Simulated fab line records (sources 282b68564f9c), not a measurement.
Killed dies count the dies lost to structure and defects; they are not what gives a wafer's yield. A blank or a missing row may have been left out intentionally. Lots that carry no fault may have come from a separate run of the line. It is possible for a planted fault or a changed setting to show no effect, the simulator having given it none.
2 desks, one fault :: flow ritCmos :: every desk sees just its own numbers, and what lay behind them comes last

DESK OF THE TOOL OWNER: pvdSputter-04
The tool's own readings at RIT_SILICIDE_SPUTTER_01 (material Ti, target thk 30 nm, time 240 s): means of the sampled wafers that have a number, for each lot that ran on this tool. The brackets show how far a lot's mean lies from the usual mean; more than 4 standard deviations puts the lot out of limits, marked OUT.
Columns: A = throttleValvePct at RIT_SILICIDE_SPUTTER_01, usual 29.3 %
lot: L665
first seen here: day 4 02:44
A: 30.5

lot: L673
first seen here: day 5 18:07
A: 30.2

lot: L676
first seen here: day 6 05:36
A: 30.6

lot: L678
first seen here: day 6 18:29
A: 30.1
Finding of this desk: none of the 4 lots has anything out of limits.

THE METROLOGY DESK
What the gauges read for every lot (on any tool): the sampled wafers with a number, averaged. The brackets show how far a lot's mean lies from the usual mean; more than 4 standard deviations puts the lot out of limits, marked OUT.
Columns: A = PLDD_RS at RIT_SDANNEAL_RS_MEAS_06, usual 178.8 ohm/sq; B = SILICIDE_TI_RS at RIT_SILICIDE_RS_MEAS_02, usual 47.7 ohm/sq; C = SILICIDE_TI_THK at RIT_SILICIDE_THK_MEAS_03, usual 30.3 nm; D = cdNm at RIT_CONTACT_CD_MEAS_08, usual 999.5 nm
lot: L661
first seen here: day 3 07:28
A: 178.5
B: 46.9
C: 30.7
D: 999.8

lot: L662
first seen here: day 3 13:01
A: 179.4
B: 47.0
C: 30.8
D: 999.1

lot: L663
first seen here: day 3 23:05
A: 178.5
B: 47.8
C: 30.4
D: 995.7

lot: L665
first seen here: day 4 02:29
A: 179.5
B: 48.0
C: 30.1
D: 1000.8

lot: L667
first seen here: day 4 11:02
A: 179.2
B: 49.1
C: 29.5
D: 1001.3

lot: L666
first seen here: day 4 12:49
A: 178.2
B: 47.8
C: 30.2
D: 998.6

lot: L668
first seen here: day 4 16:22
A: 179.1
B: 47.2
C: 30.5
D: 998.7

lot: L669
first seen here: day 4 19:24
A: 179.2
B: 47.6
C: 30.2
D: 996.7

lot: L673
first seen here: day 5 17:52
A: 178.0
B: 48.5
C: 30.1
D: 1000.4

lot: L676
first seen here: day 6 05:23
A: 178.2
B: 54.8 (+8.7) OUT
C: 27.6 (-6.5) OUT
D: 998.7

lot: L678
first seen here: day 6 18:13
A: 178.5
B: 57.9 (+12) OUT
C: 26.5 (-9.0) OUT
D: 997.0

lot: L681
first seen here: day 7 07:32
A: 178.8
B: 47.2
C: 30.6
D: 1002.1

lot: L683
first seen here: day 7 21:26
A: 179.6
B: 48.5
C: 30.1
D: 997.8

lot: L684
first seen here: day 7 22:37
A: 179.2
B: 48.3
C: 30.1
D: 999.1
This desk reports L676, L678 out of limits; the earliest was L676 at day 6 05:47 (SILICIDE_TI_RS at RIT_SILICIDE_RS_MEAS_02). In limits: L661, L662, L663, L665, L667, L666, L668, L669, L673, L681, L683, L684.

ALL TOGETHER
The metrology desk could have raised an alarm at day 6 05:47, on L676, L678.
The desk of the tool owner found nothing out of limits.
On record at the tool owner's desk: L676, L678, within its limits.
The lots listed all ran RIT_SILICIDE_SPUTTER_01 on pvdSputter-04.

WHAT THE SIMULATOR PUT IN
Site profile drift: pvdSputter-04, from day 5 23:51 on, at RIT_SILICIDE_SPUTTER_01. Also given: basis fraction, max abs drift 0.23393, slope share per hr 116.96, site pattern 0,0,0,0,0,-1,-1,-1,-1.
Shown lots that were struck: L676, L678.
Hours from the fault's start to each desk's first reading out of limits: the metrology desk, 6.
